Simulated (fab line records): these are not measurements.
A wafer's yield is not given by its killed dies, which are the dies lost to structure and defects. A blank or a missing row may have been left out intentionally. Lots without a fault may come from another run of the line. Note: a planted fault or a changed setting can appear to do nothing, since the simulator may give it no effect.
Problem report, 8D (eight disciplines) form, completed by code -- flow berkeley_cmos170 -- the parts of the form that need people (team, actions taken, sign-off) are left out

1. WHAT WENT WRONG
At UCB170_GATE_ETCH_14, oes_product_au averages 0.847 a.u. over 2 wafers from 2 lots, while fault-free wafers read 1.007 a.u., standard deviation 0.02. Measured from the usual mean, that is -8.0 standard deviations.
The step: etches BARC in N2/H2.
Seen first at day 8 02:22 on rie_diel-04, wafer L214.2. At this step, 42 wafers from 14 lots have a number in the record. By rule, "out" or "out of limits" means more than 4 standard deviations away from the usual mean. All remaining wafers that have a number are taken as sound.

2. WHAT IT IS, WHAT IT ISN'T
question,is,is not
which readings at this step,oes_product_au,"drypump_motor_current_A, throttle_valve_pct"
which lots,"L214, L217","L211, L212, L213, L215, L222, L224, L226, L230, L231, L232, L233, L234"
which wafers of those lots,"L214.2, L217.3","L214.3, L214.6, L217.4, L217.5"
read on which tools,rie_diel-04,"rie_diel-02, rie_diel-03"
when,from day 8 02:22,"up to then (14 sound wafers); but 26 sound wafers of L217, L222, L224, L226, L230, L231, L232, L233, L234 came after"

3. THE SUSPECTS, EACH WITH WHAT RULES IT OUT
Counting: if a tool at a process step up to the reading ran every lot that is out, it stays a suspect. Sound lots after the first of them don't rule it out here, since some wafers of a struck lot are sound.
- rie_diel-04 at UCB170_GATE_ETCH_14 (etches BARC in N2/H2): kept. Ran every lot that is out, first one L214 (day 8 02:22); last sound lot up to then L213 (day 8 02:00). Out on those wafers are its own readings of oes_product_au.
- rie_diel-04, UCB170_GATE_ETCH_14: wafers that are out in chamber 0, sound lot-mates in chambers 1, 2, 3.
Left after counting: rie_diel-04 at UCB170_GATE_ETCH_14.

4. THE CAUSE (what the simulator had put in)
rie_diel-04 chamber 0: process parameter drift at UCB170_GATE_ETCH_14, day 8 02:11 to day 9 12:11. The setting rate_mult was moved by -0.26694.
This tool alone remained once counting was done.

5. SEQUENCE OF EFFECTS, ordered by route
Rows list readings where the struck wafers' mean (over those with a number) sits beyond 3 standard deviations from the usual. Only readings whose record carries a usual standard deviation are examined. hours: median over the lots of the time between each lot's start at the first step of this table that gives one and its start at this step. sigmas: the change, counted in usual standard deviations.
hours,step,reading,usual,on struck wafers,change,sigmas
0,UCB170_GATE_ETCH_14,oes_product_au,1.007 a.u.,0.847,-0.160,-8.0
It contains these process steps:
- UCB170_GATE_ETCH_14: etches BARC in N2/H2.

6. HOW IT WOULD HAVE BEEN CAUGHT EARLIER
0 hours passed between the start of the fault at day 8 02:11 and the first reading out of limits in this record, taken at day 8 02:22.
